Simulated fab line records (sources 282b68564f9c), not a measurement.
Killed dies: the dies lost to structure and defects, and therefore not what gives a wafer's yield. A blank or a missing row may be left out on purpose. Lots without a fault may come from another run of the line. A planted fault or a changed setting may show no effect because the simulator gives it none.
Tool commonality check | flow rit-cmos | 13 lots and 39 wafers in the sample

== WHY THIS WAS OPENED ==
At RIT_ACTIVE_THK_MEAS_04 the reading ACTIVE_NITRIDE_THK is flagged on 1 of 13 lots. No-fault wafers: 149.9 nm, standard deviation 1.3.
Rule: a lot is flagged in two cases, either no wafer of it has a number, or all its wafers with numbers fall more than 4 standard deviations from that mean. As for the other lots, they are considered sound.

lot  | measured    | on            | ACTIVE_NITRIDE_THK (nm), wafer by wafer | flag
L374 | day 1 14:22 | film-metro-04 | 149.7 149.0 149.5                       |
L376 | day 2 02:41 | film-metro-02 | 148.9 149.8 149.9                       |
L377 | day 2 06:50 | film-metro-03 | 151.2 149.4 151.3                       |
L379 | day 2 17:48 | film-metro-03 | 150.5 148.6 150.8                       |
L381 | day 3 00:34 | film-metro-04 | 150.8 150.4 151.8                       |
L382 | day 3 06:14 | film-metro-03 | 150.5 151.0 150.9                       |
L383 | day 3 11:32 | film-metro-02 | 150.3 150.6 150.3                       |
L384 | day 3 15:47 | film-metro-03 | 147.9 147.3 148.0                       |
L385 | day 3 22:38 | film-metro-04 | 151.3 153.1 150.8                       |
L386 | day 4 01:35 | film-metro-03 | 150.2 149.1 149.3                       |
L387 | day 4 09:05 | film-metro-03 | 150.4 149.2 150.5                       |
L388 | day 4 12:19 | film-metro-03 | 101.8 102.7 102.6                       | FLAGGED
L397 | day 6 11:29 | film-metro-04 | 152.1 150.9 152.3                       |
On average the flagged lots' numbers are 102.4 nm, which is -47.5 nm against the usual, or -37 standard deviations.

== TOOL THAT RAN EACH LOT ==
The record keeps 1 process step preceding the reading, out of 202 steps on the route. Read each cell as the tool, then ch plus the chambers that the sampled wafers visited, then the start.
lot  | flag    | RIT_ACTIVE_CVD_03
L374 |         | lpcvd-01 ch 1, day 1 12:56
L376 |         | lpcvd-01 ch 1, day 2 01:16
L377 |         | lpcvd-02 ch 0, day 2 05:24
L379 |         | lpcvd-02 ch 1, day 2 16:22
L381 |         | lpcvd-01 ch 1, day 2 23:07
L382 |         | lpcvd-02 ch 0, day 3 04:49
L383 |         | lpcvd-01 ch 0, day 3 10:07
L384 |         | lpcvd-01 ch 0, day 3 14:20
L385 |         | lpcvd-02 ch 1, day 3 21:13
L386 |         | lpcvd-01 ch 1, day 4 00:10
L387 |         | lpcvd-01 ch 0, day 4 07:40
L388 | FLAGGED | lpcvd-01 ch 0, day 4 10:55
L397 |         | lpcvd-02 ch 0, day 6 10:04
What is done by these steps:
- RIT_ACTIVE_CVD_03: deposits Si3N4 from SiH2Cl2/NH3, target thk 150 nm, time 1500 s.
- RIT_ACTIVE_THK_MEAS_04

== FLAGGED AGAINST TOTAL, ONE TOOL AT A TIME (gauges that did the reading follow at the end) ==
step                   | tool          | lots run | flagged | share of the flagged lots | sound lots run after its first flagged lot
RIT_ACTIVE_CVD_03      | lpcvd-01      | 8        | 1       | all                       | 0
RIT_ACTIVE_CVD_03      | lpcvd-02      | 5        | 0       | none                      | -
RIT_ACTIVE_THK_MEAS_04 | film-metro-02 | 2        | 0       | none                      | -
RIT_ACTIVE_THK_MEAS_04 | film-metro-03 | 7        | 1       | all                       | 0
RIT_ACTIVE_THK_MEAS_04 | film-metro-04 | 4        | 0       | none                      | -

== WHAT THE TABLE ALLOWS ==
Table rows that saw every flagged lot: 2, namely lpcvd-01 at RIT_ACTIVE_CVD_03 and film-metro-03 at RIT_ACTIVE_THK_MEAS_04.
- lpcvd-01 at RIT_ACTIVE_CVD_03 ran 8 lots, 1 of them flagged. A fault beginning between L387 (day 4 07:40), its last sound lot, and L388 (day 4 10:55), its first flagged one, fits the data.
- film-metro-03 at RIT_ACTIVE_THK_MEAS_04 ran 7 lots, 1 of them flagged. A fault beginning between L387 (day 4 09:05), its last sound lot, and L388 (day 4 12:19), its first flagged one, fits the data.
Because each of these 2 tools fits a fault that began at some hour, counting lots does not separate them. More lots, or a look at what each step does to the wafer, might.

== WHAT HAD BEEN PUT IN BY THE SIMULATOR ==
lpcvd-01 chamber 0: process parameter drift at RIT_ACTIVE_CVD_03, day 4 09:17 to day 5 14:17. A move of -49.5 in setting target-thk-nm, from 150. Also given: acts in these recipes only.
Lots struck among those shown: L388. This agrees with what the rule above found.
